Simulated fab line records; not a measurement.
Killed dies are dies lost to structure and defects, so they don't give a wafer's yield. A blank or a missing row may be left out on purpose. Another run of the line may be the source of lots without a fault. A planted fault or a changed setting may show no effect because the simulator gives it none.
Matching of chambers ; flow berkeley_cmos170 ; UCB170_SPACER_ETCHBACK_03 on rie_diel-01: 4 sister chambers
The step etches SiO2 in CHF3/CF4/Ar, stops on Si, target depth 376 nm, time 100 s. 14 wafers are shown with their chamber, then 7 later ones without.

== WAFERS PAIRED WITH THEIR CHAMBERS ==
wafer;chamber;drypump_motor_current_A (A);throttle_valve_pct (%);oes_product_au (a.u.)
L836.1;1;5.9;6.51;0.926
L836.3;2;5.1;6.40;0.920
L836.6;2;5.1;6.39;0.940
L849.3;2;5.2;6.40;0.924
L849.5;2;5.1;6.39;0.944
L849.6;1;5.9;6.47;0.928
L850.3;0;5.8;6.40;0.915
L850.4;2;5.1;6.41;0.929
L850.6;2;5.1;6.41;0.928
L852.3;3;5.5;6.40;0.897
L852.4;1;5.9;6.48;0.923
L852.6;3;5.5;6.39;0.903
L854.4;2;5.1;6.41;0.944
L854.5;1;5.9;6.48;0.938

SIGNATURES (averages over the wafers above)
reading;chamber 0;chamber 1;chamber 2;chamber 3;scatter within a chamber
drypump_motor_current_A;5.800;5.900;5.114;5.500;0.0293
throttle_valve_pct;6.4000;6.4850;6.4014;6.3950;0.012
oes_product_au;0.91500;0.92875;0.93271;0.90000;0.00852
Rule: a wafer's distance from a chamber is the root of the sum, over the readings, of the square of ((its reading less the chamber's mean) divided by the reading's scatter). The wafer belongs to the nearest chamber; if the next one is less than 2 further off, it can't be placed. The scatter: take each reading less its chamber's mean, square it, sum over the shown wafers, divide by the number of wafers less the number of chambers, and take the root.

== WAFERS WHOSE CHAMBER IS MISSING ==
wafer;drypump_motor_current_A (A);throttle_valve_pct (%);oes_product_au (a.u.)
L854.6;5.1;6.40;0.941
L853.1;5.9;6.48;0.925
L853.4;5.8;6.39;0.941
L853.5;5.2;6.39;0.931
L858.1;5.1;6.42;0.917
L858.2;5.5;6.39;0.906
L858.4;5.8;6.42;0.928

== EACH ONE'S CHAMBER ==
wafer;from the rows above;in truth
L854.6;2;2
L853.1;1;1
L853.4;0;0
L853.5;2;2
L858.1;2;2
L858.2;3;3
L858.4;0;0
Placed correctly: 7 of 7. Not placeable from these rows: 0. Placed wrongly: 0.
